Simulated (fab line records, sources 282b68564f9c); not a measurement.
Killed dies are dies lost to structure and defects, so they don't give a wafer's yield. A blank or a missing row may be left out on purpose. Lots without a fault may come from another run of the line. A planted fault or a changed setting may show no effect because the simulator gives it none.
Problem report in the 8D (eight disciplines) form, filled by code | flow rit_cmos | the parts of the form that need people (team, actions taken, sign-off) are left out

1. THE PROBLEM
killed_at_front_end at RIT_M1_PROBE_99 reads a mean of 112.7 on 6 wafers of 2 lots; wafers without a fault read 6.7 with a standard deviation of 2.7. That is +39 standard deviations from the usual mean.
First seen on wafer L274.1, day 5 08:40, on prober-01. The record holds 9 wafers of 3 lots with a number at this step. Rule for "out", or "out of limits": more than 4 standard deviations from the usual mean. The other wafers with a number count as sound.

2. WHAT IT IS AND WHAT IT IS NOT
question                    | is                                              | is not
which readings at this step | killed_at_front_end, killed_dies, killed_on_rim | killed_at_contacts, killed_open, killed_short
which lots                  | L274, L278                                      | L289
which wafers of those lots  | all that have a number                          | -
read on which tools         | prober-01, prober-02                            | -
when                        | from day 5 08:40                                | up to then (0 sound wafers); but 3 sound wafers of L289 came after

3. SUSPECTS, AND WHAT RULES EACH OUT
Counting: a tool at a process step up to the reading stays a suspect if it ran every lot that is out and no sound lot after the first of them.
- furnace-01 at RIT_ACTIVE_OXIDATION_01 (target thk 46.8 nm, ox time 3360 s): kept. It ran every lot that is out, first L274 (day 3 03:16), and no sound lot after that.
Left after counting: furnace-01 at RIT_ACTIVE_OXIDATION_01.

4. THE CAUSE (what the simulator had put in)
Chamber particle source: furnace-01, from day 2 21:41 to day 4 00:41, at RIT_ACTIVE_OXIDATION_01. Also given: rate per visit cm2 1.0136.
Counting left only this tool.

5. THE CHAIN OF EFFECTS, in route order
Each row: a reading whose mean over the struck wafers that have a number lies more than 3 standard deviations from the usual. Only readings for which the record gives a usual standard deviation are gone through. hours: the time from each lot's start at the first step in this table that gives one to its start at this step, as a median over the lots. sigmas: the change in usual standard deviations.
hours | step            | reading             | usual | on struck wafers | change | sigmas
0     | RIT_M1_PROBE_99 | killed_at_front_end | 6.7   | 112.7            | +106.0 | +39
0     | RIT_M1_PROBE_99 | killed_dies         | 6.7   | 112.7            | +106.0 | +39
0     | RIT_M1_PROBE_99 | killed_on_rim       | 1.8   | 28.7             | +26.9  | +22
The process steps in it:
- RIT_M1_PROBE_99

6. WHAT WOULD HAVE CAUGHT IT SOONER
In this record the first reading out of limits was taken at day 5 08:40, 59 hours after the fault began at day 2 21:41.
Of the tool readings at RIT_ACTIVE_OXIDATION_01 for which the record gives a usual standard deviation, none was out on any struck wafer, so an alarm limit of 4 standard deviations on them would not have fired.
All the lots that are out (2) had begun RIT_ACTIVE_OXIDATION_01 on furnace-01 by day 5 08:40. A hold on the tool at that time would have spared none of them.
